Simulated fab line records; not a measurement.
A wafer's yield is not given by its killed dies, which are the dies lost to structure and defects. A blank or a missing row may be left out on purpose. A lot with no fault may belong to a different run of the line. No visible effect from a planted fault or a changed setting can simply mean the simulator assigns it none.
Which tool is to blame? | flow berkeley cmos170 | Sampling: 14 lots, 42 wafers, 6 of 331 route steps

## WHAT THE GAUGES READ, wafer by wafer
UCB170_ACTIVE_OVL_MEAS_14.
lot  | measured    | on         | ACTIVE_OVL (nm)
L282 | day 4 15:36 | overlay-02 | -11 -1 -6
L283 | day 5 10:26 | overlay-01 | -2 2 1
L284 | day 5 10:41 | overlay-02 | 11 12 15
L285 | day 5 23:05 | overlay-01 | 16 16 19
L286 | day 5 23:19 | overlay-02 | 6 3 5
L289 | day 6 09:28 | overlay-02 | 4 -1 4
L290 | day 6 09:46 | overlay-01 | -7 -7 -9
L296 | day 7 16:55 | overlay-02 | 8 7 4
L297 | day 8 07:22 | overlay-01 | 2 5 5
L298 | day 8 07:35 | overlay-01 | 9 15 15
L301 | day 8 23:55 | overlay-01 | 3 8 4
L302 | day 9 09:58 | overlay-01 | 3 -2 1
L303 | day 9 10:13 | overlay-02 | 4 5 0
L305 | day 9 17:37 | overlay-01 | -8 3 5

UCB170_GATE_OVL_MEAS_13.
lot  | measured     | on         | GATE_OVL (nm)
L282 | day 7 06:49  | overlay-02 | -7 -5 -7
L283 | day 7 19:26  | overlay-01 | 2 1 5
L284 | day 7 18:48  | overlay-02 | 4 -2 9
L285 | day 8 08:55  | overlay-01 | 6 3 -1
L286 | day 8 08:48  | overlay-02 | 3 4 1
L289 | day 8 14:30  | overlay-02 | -4 -1 -6
L290 | day 8 14:48  | overlay-01 | -3 1 5
L296 | day 10 03:32 | overlay-02 | 2 -5 -8
L297 | day 11 01:40 | overlay-01 | 3 0 2
L298 | day 11 00:56 | overlay-02 | 4 -4 -3
L301 | day 11 01:53 | overlay-02 | -1 -4 -5
L302 | day 11 15:52 | overlay-02 | -11 -4 -3
L303 | day 11 16:13 | overlay-02 | 4 9 10
L305 | day 12 02:11 | overlay-01 | -1 2 -4

UCB170_CONTACT_OVL_MEAS_16.
lot  | measured     | on         | CONTACT_OVL (nm)
L282 | day 8 04:17  | overlay-02 | 7 -1 8
L283 | day 8 20:14  | overlay-02 | 4 0 3
L284 | day 8 19:57  | overlay-01 | -6 -13 3
L285 | day 9 13:13  | overlay-02 | -8 -6 -5
L286 | day 9 13:08  | overlay-01 | 9 4 1
L289 | day 9 13:17  | overlay-01 | 9 -1 6
L290 | day 9 14:10  | overlay-01 | -6 -2 -4
L296 | day 11 04:56 | overlay-02 | -3 0 -4
L297 | day 12 01:53 | overlay-01 | 0 4 6
L298 | day 12 03:01 | overlay-01 | -1 1 2
L301 | day 12 01:55 | overlay-02 | 4 7 4
L302 | day 12 18:41 | overlay-01 | -5 -7 -3
L303 | day 12 18:34 | overlay-02 | 6 3 7
L305 | day 12 22:26 | overlay-01 | 1 0 7

UCB170_M3_CD_MEAS_90: the cd target is 700 nm.
lot  | measured     | on        | cd nm (nm)
L282 | day 8 22:44  | cd sem-01 | 705 704 697
L283 | day 9 13:44  | cd sem-02 | 696 698 696
L284 | day 9 12:58  | cd sem-02 | 701 698 697
L285 | day 10 07:05 | cd sem-01 | 697 706 704
L286 | day 10 08:26 | cd sem-02 | 694 696 694
L289 | day 10 09:00 | cd sem-02 | 696 700 696
L290 | day 10 09:15 | cd sem-01 | 703 697 698
L296 | day 11 21:08 | cd sem-01 | 686 686 695
L297 | day 12 21:05 | cd sem-01 | 695 693 678
L298 | day 12 23:50 | cd sem-01 | 700 699 700
L301 | day 12 23:19 | cd sem-01 | 700 702 701
L302 | day 13 13:16 | cd sem-02 | 697 697 696
L303 | day 13 11:55 | cd sem-02 | 701 703 700
L305 | day 13 16:20 | cd sem-01 | 701 701 699

## EACH LOT AND THE TOOL THAT RAN IT (in order: tool; ch and the chambers of the sampled wafers; start)
lot  | UCB170_M3_METAL_ETCH_18           | UCB170_M3_STRIP_19
L282 | rie metal-02 ch 0,1, day 8 22:26  | plasma asher-02 ch 0,1, day 8 22:37
L283 | rie metal-03 ch 0,1, day 9 13:26  | plasma asher-04 ch 0,1, day 9 13:37
L284 | rie metal-04 ch 1, day 9 12:29    | plasma asher-04 ch 0,1, day 9 12:52
L285 | rie metal-04 ch 0,1, day 10 06:47 | plasma asher-04 ch 0,1, day 10 06:59
L286 | rie metal-02 ch 1, day 10 08:07   | plasma asher-04 ch 0,1, day 10 08:19
L289 | rie metal-03 ch 0, day 10 08:41   | plasma asher-02 ch 0,1, day 10 08:53
L290 | rie metal-04 ch 0,1, day 10 08:58 | plasma asher-04 ch 0,1, day 10 09:09
L296 | rie metal-02 ch 0,1, day 11 20:51 | plasma asher-04 ch 0,1, day 11 21:02
L297 | rie metal-02 ch 0,1, day 12 20:50 | plasma asher-02 ch 0,1, day 12 20:59
L298 | rie metal-03 ch 0,1, day 12 23:31 | plasma asher-01 ch 0,1, day 12 23:43
L301 | rie metal-04 ch 1, day 12 22:55   | plasma asher-02 ch 0,1, day 12 23:12
L302 | rie metal-03 ch 1, day 13 12:58   | plasma asher-01 ch 0,1, day 13 13:09
L303 | rie metal-04 ch 1, day 13 11:26   | plasma asher-04 ch 0,1, day 13 11:49
L305 | rie metal-04 ch 0,1, day 13 16:02 | plasma asher-01 ch 0,1, day 13 16:14
- UCB170_M3_METAL_ETCH_18: etches Al in Cl2/BCl3, stops on SiO2, target depth 1170 nm, time 195 s.
- UCB170_M3_STRIP_19: strips in O2.

## WHAT THE TOOLS THEMSELVES READ (means of the sampled wafers that have a number; where no wafer has one, the mark that the record gives instead)
UCB170_M3_METAL_ETCH_18.
lot  | tool         | drypump motor current A (A) | oes product au (a.u.) | rf fwd power W (W) | throttle valve pct (%)
L282 | rie metal-02 | 5.5                         | 0.853                 | 598.6              | 23.9
L283 | rie metal-03 | 5.8                         | 0.854                 | 597.3              | 24.2
L284 | rie metal-04 | 6.2                         | 0.849                 | 601.4              | 24.6
L285 | rie metal-04 | 6.0                         | 0.848                 | 598.1              | 24.6
L286 | rie metal-02 | 5.1                         | 0.821                 | 598.5              | 24.0
L289 | rie metal-03 | 5.5                         | 0.850                 | 599.7              | 23.8
L290 | rie metal-04 | 5.9                         | 0.852                 | 600.7              | 24.5
L296 | rie metal-02 | 5.4                         | 0.860                 | 758.3              | 23.9
L297 | rie metal-02 | 5.3                         | 0.840                 | 678.3              | 24.0
L298 | rie metal-03 | 6.1                         | 0.868                 | 598.9              | 24.5
L301 | rie metal-04 | 6.2                         | 0.844                 | 597.8              | 24.6
L302 | rie metal-03 | 6.4                         | 0.861                 | 598.3              | 24.9
L303 | rie metal-04 | 6.2                         | 0.857                 | 601.3              | 24.6
L305 | rie metal-04 | 5.9                         | 0.846                 | 597.9              | 24.5

UCB170_M3_STRIP_19.
lot  | tool            | drypump motor current A (A) | oes product au (a.u.)
L282 | plasma asher-02 | 5.3                         | 0.543
L283 | plasma asher-04 | 5.9                         | 0.532
L284 | plasma asher-04 | 5.7                         | 0.511
L285 | plasma asher-04 | 5.9                         | 0.512
L286 | plasma asher-04 | 5.8                         | 0.521
L289 | plasma asher-02 | 5.4                         | 0.526
L290 | plasma asher-04 | 5.7                         | 0.530
L296 | plasma asher-04 | 5.7                         | 0.386
L297 | plasma asher-02 | 5.3                         | 0.453
L298 | plasma asher-01 | 6.0                         | 0.541
L301 | plasma asher-02 | 5.4                         | 0.518
L302 | plasma asher-01 | 6.0                         | 0.554
L303 | plasma asher-04 | 5.7                         | 0.508
L305 | plasma asher-01 | 6.0                         | 0.526

## THE ANSWER, worked out from the rows above alone
Rule: the usual values come from the lots themselves. Put in order of their means at a reading, lots are off if they are a third of the lots or fewer, leave a main group of 4 or more, and stand apart from it by a gap of 3 or more times the standard deviation of the main group's means; of several such gaps the widest counts. The tables above print the reading to a certain number of digits; a main group whose means all agree to those digits is not used. Also off: a lot with no number at a reading for which 4 or more lots have one. Any other lot the step has rows for is counted as sound. After the gauges, taken in route order, come the tools' own readings; for these a lot's mean is taken, as printed above. At the first step where some lot is off, the reading lying furthest off is the one used; lots without a number count as furthest.
Off, at UCB170_M3_METAL_ETCH_18 on rf fwd power W: L296, L297. Main group: mean 599.0 W, sd 1.3.
If a tool, at that step or one of the process steps before it, ran each lot that is off and ran no sound lot following the first of them, it fits. One candidate fits, namely rie metal-02 at UCB170_M3_METAL_ETCH_18. Its last sound lot is L286 (day 10 08:07), its first lot that is off L296 (day 11 20:51): a fault that began between those two fits.
On the lots that are off, the tool's own readings at UCB170_M3_METAL_ETCH_18 differ by more than 5 times the standard deviation of the sound lots' means, which bears it out; rf fwd power W reads 718.3 W there versus 599.0 W on the sound lots.

## WHAT WAS PUT IN BY THE SIMULATOR
rie metal-02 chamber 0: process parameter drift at UCB170_M3_METAL_ETCH_18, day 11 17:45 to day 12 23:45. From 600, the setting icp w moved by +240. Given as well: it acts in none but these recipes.
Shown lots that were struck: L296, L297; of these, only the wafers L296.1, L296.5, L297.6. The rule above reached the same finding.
